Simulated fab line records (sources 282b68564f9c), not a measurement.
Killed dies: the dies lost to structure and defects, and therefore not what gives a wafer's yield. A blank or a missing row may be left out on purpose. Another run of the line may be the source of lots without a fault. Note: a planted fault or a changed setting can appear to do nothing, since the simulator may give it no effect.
fab line records    flow ritCmos
record: lots: 5  wafers: 15  lastDay: 7
route steps=202 shown NWELL@30 PWELL@39 M1@202
lots with no fault: from the same line, run without faults
startH: the number of hours between the record's first day and the start of the first shown wafer of the lot    waitH: hours elapsed since this lot's preceding step    " the same as in the row above    L1.1+2: one row covering several wafers at once    - value missing, or start not given    * or withheld: withheld    < > ~ a bound
route shown NAME@n: a module of which the file shows steps, and the number in the route of the first    usual: the fault-free wafers' mean and standard deviation    same: alike in all rows    chamber/n: place in a boat    sites: the reading at each site    _std_site: standard deviation of those values    _edge_site: mean of outer sites minus mean of inner sites    radiusMm: for every site, how far away it sits from the centre of the wafer    mask NAME#n: copy n    behind: tool/chamber where the wafer was last shaped    hold: why the lot was held/for how many hours/how that ended    device: the n, p or np transistor that did not switch    end of line: the same wafers' tests at the end of the route    for a step that has no rows: nothing shown but its recipe    killed: count of dies lost to structure and defects at first sort (not the wafer's yield)    map: dies across one wafer; x = killed, . = not, _ = none there
set.NAME: setting as actually run; set.NAME@STEP: the setting as run at that earlier step    model.NAME: the simulator's own value behind a step, which no gauge read
lots seen at some steps along the route; tables by step, rows by wafer
services: from which hour (startH, from the record's first day; less than 0 if before it) a tool's chamber was out of use, for how many hours, and why
== steps ==
step: RIT_NWELL_SOFTBAKE_02
recipe: resist: NOVOLAK  tempC: 90  timeS: 60
step: RIT_NWELL_EXPOSE_03
recipe: maskId: M2  na: 0.57  targetCdNm: 43900  doseMj: 250
step: RIT_NWELL_PEB_04
recipe: resist: NOVOLAK  tempC: withheld  timeS: withheld
step: RIT_NWELL_DEVELOP_05
recipe: resist: NOVOLAK  developTimeS: 68  devTempC: 23
step: RIT_NWELL_OVL_MEAS_06
usual: NWELL_OVL: -0.5/1.2
lot.wafer  tool        chamber  startH  waitH  NWELL_OVL[nm]
L536.1     overlay-02  -        55.95   -      -0.4
L536.2     "           -        "       "      -1.1
L536.3     "           -        "       "      -0.3
L542.1     overlay-01  -        86.58   -      0.7
L542.4     "           -        "       "      -2.0
L542.6     "           -        "       "      -1.4
L545.2     overlay-02  -        105.87  -      0.2
L545.5     "           -        "       "      0.3
L545.6     "           -        "       "      0.7
L549.1     overlay-02  -        123.48  -      -0.3
L549.2     "           -        "       "      1.7
L549.3     "           -        "       "      -0.7
L552.1     overlay-01  -        138.82  -      -1.8
L552.2     "           -        "       "      1.0
L552.6     "           -        "       "      -0.4
step: RIT_NWELL_HARDBAKE_07
recipe: resist: NOVOLAK  tempC: 140  timeS: 120
step: RIT_NWELL_IMPLANT_08
recipe: species: P  energyKev: 170  doseCm2: 5e+13  tiltDeg: 7
step: RIT_NWELL_STRIP_09
recipe: chemistry: O2  timeS: 180  resist: NOVOLAK  platenTempC: withheld  powerW: 500  pressureMtorr: 4000  o2FlowSccm: 4000
usual: drypumpMotorCurrentA: 5.23/0.24
same: timeS: 180
lot.wafer  tool            chamber  startH  waitH  drypumpMotorCurrentA  rfHoursCounterH
L536.1     plasmaAsher-01  0        56.39   0.1    5.46                  40
L536.2     "               1        "       "      5.48                  40
L536.3     "               0        "       "      5.46                  -
L542.1     plasmaAsher-02  0        87.02   0.1    5.52                  45
L542.4     "               1        "       "      5.09                  -
L542.6     "               1        "       "      5.08                  -
L545.2     plasmaAsher-01  1        106.30  0.1    5.52                  45
L545.5     "               0        "       "      5.46                  -
L545.6     "               1        "       "      5.54                  -
L549.1     plasmaAsher-04  1        123.92  0.1    4.95                  48
L549.2     "               0        "       "      5.04                  48
L549.3     "               1        "       "      4.94                  -
L552.1     plasmaAsher-01  1        139.25  0.1    5.46                  2
L552.2     "               0        "       "      5.48                  2
L552.6     "               1        "       "      5.41                  -
step: RIT_NWELL_TW_MEAS_10
usual: NWELL_TW: 2160/18
lot.wafer  tool          chamber  startH  waitH  NWELL_TW
L536.1     filmMetro-04  -        56.56   0.1    2162
L536.2     "             -        "       "      2165
L536.3     "             -        "       "      2175
L542.1     filmMetro-03  -        87.19   0.1    2139
L542.4     "             -        "       "      2141
L542.6     "             -        "       "      2160
L545.2     filmMetro-01  -        106.49  0.1    2187
L545.5     "             -        "       "      2176
L545.6     "             -        "       "      2189
L549.1     filmMetro-03  -        124.10  0.1    2135
L549.2     "             -        "       "      2139
L549.3     "             -        "       "      2135
L552.1     filmMetro-04  -        139.43  0.1    2160
L552.2     "             -        "       "      2161
L552.6     "             -        "       "      2152
step: RIT_PWELL_HMDS_00
recipe: primeTimeS: 60  primeTempC: 140
step: RIT_PWELL_COAT_01
recipe: resist: NOVOLAK  spinRpm: 2000  resistThkNm: 1300
step: RIT_PWELL_SOFTBAKE_02
recipe: resist: NOVOLAK  tempC: 90  timeS: 60
step: RIT_PWELL_EXPOSE_03
recipe: maskId: M3  na: 0.57  targetCdNm: 43700  doseMj: 250
usual: reticleTempC: 22.99/0.096
lot.wafer  tool             chamber  startH  waitH  mask     reticleTempC
L536.1     ilineStepper-01  0        57.20   0.2    M3#0     23.03
L536.2     "                0        "       "      M3#0     23.08
L536.3     "                0        "       "      M3#0     23.03
L542.1     ilineStepper-02  0        88.04   0.3    M3_R1#0  23.02
L542.4     "                0        "       "      M3_R1#0  22.88
L542.6     "                0        "       "      M3_R1#0  23.01
L545.2     ilineStepper-02  0        107.01  0.1    M3#0     23.00
L545.5     "                0        "       "      M3#0     23.13
L545.6     "                0        "       "      M3#0     23.13
L549.1     ilineStepper-02  0        124.73  0.2    M3#0     23.02
L549.2     "                0        "       "      M3#0     22.99
L549.3     "                0        "       "      M3#0     23.00
L552.1     ilineStepper-02  0        140.06  0.2    M3#0     23.08
L552.2     "                0        "       "      M3#0     22.90
L552.6     "                0        "       "      M3#0     23.13
step: RIT_PWELL_PEB_04
recipe: resist: NOVOLAK  tempC: withheld  timeS: withheld
step: RIT_M1_PROBE_99
usual: killedAtFrontEnd: 7.1/2.8  killedDies: 7.2/2.8  killedOpen: 3.5/2  killedShort: 3.7/1.9
same: grossDies: 264  killed_at_M0_to_M3: 0  killed_at_M4_up: 0  killedAtBackSide: 0  killedAtContacts: 0  killedAtOther: 0
lot.wafer  tool       chamber  startH  waitH  killedAtFrontEnd  killedDies  killedOpen  killedShort  model.etest.wellEdgeLeft.lineOhmUm  model.etest.wellEdgeRight.lineOhmUm  model.etest.isoNwellNwell.bvV
L536.1     prober-02  -        93.80   0.1    12                12          6           6            182.6                               183.9                                22.4
L536.2     prober-02  -        93.85   0.1    9                 9           4           5            182.6                               181.1                                22.44
L536.3     prober-02  -        93.90   0.2    8                 8           2           6            183.5                               182.3                                22.65
L542.1     prober-02  -        128.67  0.1    1                 1           0           1            187.5                               187.6                                21.49
L542.4     prober-02  -        128.82  0.2    7                 7           3           4            189.8                               188.2                                21.81
L542.6     prober-02  -        128.92  0.2    7                 7           6           1            189.3                               188.4                                22.13
L545.2     prober-01  -        149.02  0.1    9                 9           4           4            182.2                               184.2                                21.91
L545.5     prober-01  -        149.17  0.2    7                 7           2           4            180.8                               183.5                                22.04
L545.6     prober-01  -        149.22  0.2    5                 5           1           4            180.6                               181.2                                21.91
L549.1     prober-01  -        164.94  0.1    6                 6           4           2            180.7                               182.5                                22.35
L549.2     prober-01  -        164.99  0.1    6                 6           0           6            182.7                               183.5                                22.02
L549.3     prober-01  -        165.04  0.2    12                12          6           6            181.7                               181.8                                22.47
L552.1     prober-02  -        179.02  0.1    4                 4           2           2            182.3                               184.4                                20.91
L552.2     prober-02  -        179.07  0.1    6                 6           4           2            184.5                               182.7                                21.2
L552.6     prober-02  -        179.27  0.2    4                 4           2           2            183.6                               182.9                                22.34
killed by level:class
L536.1 FOX1:geometricParticle:open=2 FOX1:geometricParticle:short=2 GATE:geometricParticle:open=2 GATE:geometricParticle:short=1 REOX:geometricParticle:open=1 REOX:geometricParticle:short=1 SPACER:geometricParticle:open=1 SPACER:geometricParticle:short=1
L536.2 FOX1:geometricParticle:short=2 FOX1:geometricParticle:open=2 SPACER:geometricParticle:short=2 GATE:geometricParticle:open=1 GATE:geometricParticle:short=1 SILICIDE:geometricParticle:open=1
L536.3 FOX2:geometricParticle:short=3 FOX1:geometricParticle:short=1 FOX2:geometricParticle:open=1 GATE:geometricParticle:open=1 REOX:geometricParticle:short=1 SILICIDE:geometricParticle:short=1
L542.1 FOX1:geometricParticle:short=1
L542.4 REOX:geometricParticle:short=2 SILICIDE:geometricParticle:short=2 SILICIDE:geometricParticle:open=2 REOX:geometricParticle:open=1
L542.6 FOX1:geometricParticle:open=2 FOX2:geometricParticle:open=1 GATE:geometricParticle:short=1 GATE:geometricParticle:open=1 REOX:geometricParticle:open=1 SILICIDE:geometricParticle:open=1
L545.2 GATE:geometricParticle:short=3 GATE:geometricParticle:open=2 REOX:geometricParticle:open=2 REOX:geometricParticle:short=1 PSD:coatMicrobubblePrinted=1
L545.5 FOX2:geometricParticle:short=2 SPACER:geometricParticle:short=2 FOX2:geometricParticle:open=1 SILICIDE:geometricParticle:open=1 PSD:coatMicrobubblePrinted=1
L545.6 FOX1:geometricParticle:short=2 GATE:geometricParticle:short=1 GATE:geometricParticle:open=1 SILICIDE:geometricParticle:short=1
L549.1 FOX2:geometricParticle:open=2 GATE:geometricParticle:short=2 REOX:geometricParticle:open=2
L549.2 GATE:geometricParticle:short=2 FOX1:geometricParticle:short=1 FOX2:geometricParticle:short=1 SPACER:geometricParticle:short=1 SILICIDE:geometricParticle:short=1
L549.3 GATE:geometricParticle:short=4 REOX:geometricParticle:short=2 SILICIDE:geometricParticle:open=2 FOX2:geometricParticle:open=1 GATE:geometricParticle:open=1 REOX:geometricParticle:open=1 SPACER:geometricParticle:open=1
L552.1 FOX1:geometricParticle:short=2 GATE:geometricParticle:open=1 SILICIDE:geometricParticle:open=1
L552.2 FOX1:geometricParticle:short=2 GATE:geometricParticle:open=2 REOX:geometricParticle:open=2
L552.6 GATE:geometricParticle:short=2 FOX1:geometricParticle:open=1 SILICIDE:geometricParticle:open=1
== services ==
tool             chamber  startH  hours  kind
ilineStepper-01  0        43.46   -      calibration
plasmaAsher-01   -        87.05   0.5    repair
plasmaAsher-01   -        108.75  9.0    pm
plasmaAsher-01   0        108.75  9.0    ventCycle
plasmaAsher-01   1        108.75  9.0    ventCycle
plasmaAsher-01   0        117.75  -      clean
plasmaAsher-01   1        117.75  -      clean
plasmaAsher-02   -        119.68  1.4    repair
ilineStepper-01  -        135.48  1.7    pm
== key ==
firstSign: step: RIT_PWELL_EXPOSE_03  reading: mask  direction: changed
effect none on later readings
modelEffect: step: RIT_M1_PROBE_99  value: etest.wellEdgeLeft.lineOhmUm  without: 183  struck: 188.9
metAt RIT_PWELL_EXPOSE_03
struckWafers L542.1,L542.4,L542.6
testerLeftOut L542
fault: kind: wrongMask  tool: any  chamber: -  onsetH: 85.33  steps: RIT_PWELL_EXPOSE_03  auxCopy: M3_R1#0  cdOffsetNm: 150  scope: struckLotsOnly
testerLeftOut: of these lots the tester's yield and bins aren't shown, on N5 and GAA mostly nor the transistor test; their killed dies are dies lost to structure and defects alone, not to doping, threshold or leakage, so they don't give the yield
